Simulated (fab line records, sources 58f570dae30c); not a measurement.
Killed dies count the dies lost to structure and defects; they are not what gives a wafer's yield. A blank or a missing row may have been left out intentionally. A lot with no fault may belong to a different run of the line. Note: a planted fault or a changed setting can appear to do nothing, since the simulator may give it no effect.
8D (eight disciplines) problem report, filled in by code    flow berkeley cmos170    the parts of the form that need people (team, actions taken, sign-off) are left out

1. PROBLEM STATEMENT
At UCB170_M3_PROBE_99, killed_at_M0_to_M3 averages 31.5 over 6 wafers from 2 lots, while fault-free wafers read 0.9, standard deviation 1. That is +31 standard deviations from the usual mean.
First seen on wafer L846.2, day 11 21:16, on prober-01. Wafers with a number at this step in the record: 21, from 7 lots. By rule, "out" or "out of limits" means more than 4 standard deviations away from the usual mean. The rest of the wafers with a number are treated as sound.

2. WHAT IT IS; WHAT IT IS NOT
question                     is                                                                                                        is not
which readings at this step  killed_at_M0_to_M3, defect limited yield, killed dies, sort_bin_3_pad_short, sort n pass, sort yield pct  killed open, killed short
which lots                   L842, L846                                                                                                L841, L845, L848, L850, L851
which wafers of those lots   all that have a number                                                                                    -
read on which tools          prober-01, prober-02                                                                                      -
when                         from day 11 21:16                                                                                         up to then (3 sound wafers); but 12 sound wafers of L845, L848, L850, L851 came after

3. THE SUSPECTS, EACH WITH WHAT RULES IT OUT
Counting: a tool stays on the suspect list if, at a process step up to the reading, it processed all lots that are out and no sound lot following the first of them.
- rtp anneal-01 at UCB170_SDANNEAL_RTA_01 (time 5 s): ruled out as a lasting fault. The sound lots L841, L851 went through it after L846, its earliest lot that is out (day 10 16:11).
- plasma asher-01 at UCB170_V1_STRIP_15 (strips in O2): kept. It ran every lot that is out, first L846 (day 11 09:22), and no sound lot after that; its last sound lot up to then is L841 (day 11 09:05).
After counting, what remains is plasma asher-01 at UCB170_V1_STRIP_15.

4. THE CAUSE (what the simulator had put in)
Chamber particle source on plasma asher-01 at UCB170_V1_STRIP_15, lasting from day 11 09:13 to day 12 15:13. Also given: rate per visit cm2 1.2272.
Only this tool survived the counting.

5. SEQUENCE OF EFFECTS, ordered by route
Each row: a reading whose mean over the struck wafers that have a number lies more than 3 standard deviations from the usual. Only readings for which the record gives a usual standard deviation are gone through. hours: the time from each lot's start at the first step in this table that gives one to its start at this step, as a median over the lots. sigmas: the change in usual standard deviations.
hours  step                reading               usual   on struck wafers  change  sigmas
0      UCB170_M3_PROBE_99  defect limited yield  98.8 %  87.0              -11.8   -16
0      UCB170_M3_PROBE_99  killed_at_M0_to_M3    0.9     31.5              +30.6   +31
0      UCB170_M3_PROBE_99  killed dies           3.0     34.3              +31.3   +16
0      UCB170_M3_PROBE_99  sort_bin_3_pad_short  0.1 %   3.0               +2.9    +18
0      UCB170_M3_PROBE_99  sort_bin_5_function   0.6 %   8.2               +7.6    +14
0      UCB170_M3_PROBE_99  sort_bin_6_memory     0.4 %   1.9               +1.5    +3.5
0      UCB170_M3_PROBE_99  sort n pass           261.0   229.7             -31.3   -16
0      UCB170_M3_PROBE_99  sort yield pct        98.8 %  87.0              -11.8   -16
Its process steps:
- UCB170_M3_PROBE_99

6. WHAT WOULD HAVE CAUGHT IT SOONER
12 hours passed between the start of the fault at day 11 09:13 and the first reading out of limits in this record, taken at day 11 21:16.
Tool readings at UCB170_V1_STRIP_15 with a usual standard deviation given in the record: none out on any struck wafer, hence no alarm at a limit of 4 standard deviations on them.
By day 11 21:16, every lot that is out (2) had started UCB170_V1_STRIP_15 on plasma asher-01. Had the tool been put on hold then, not one of them would have been saved.
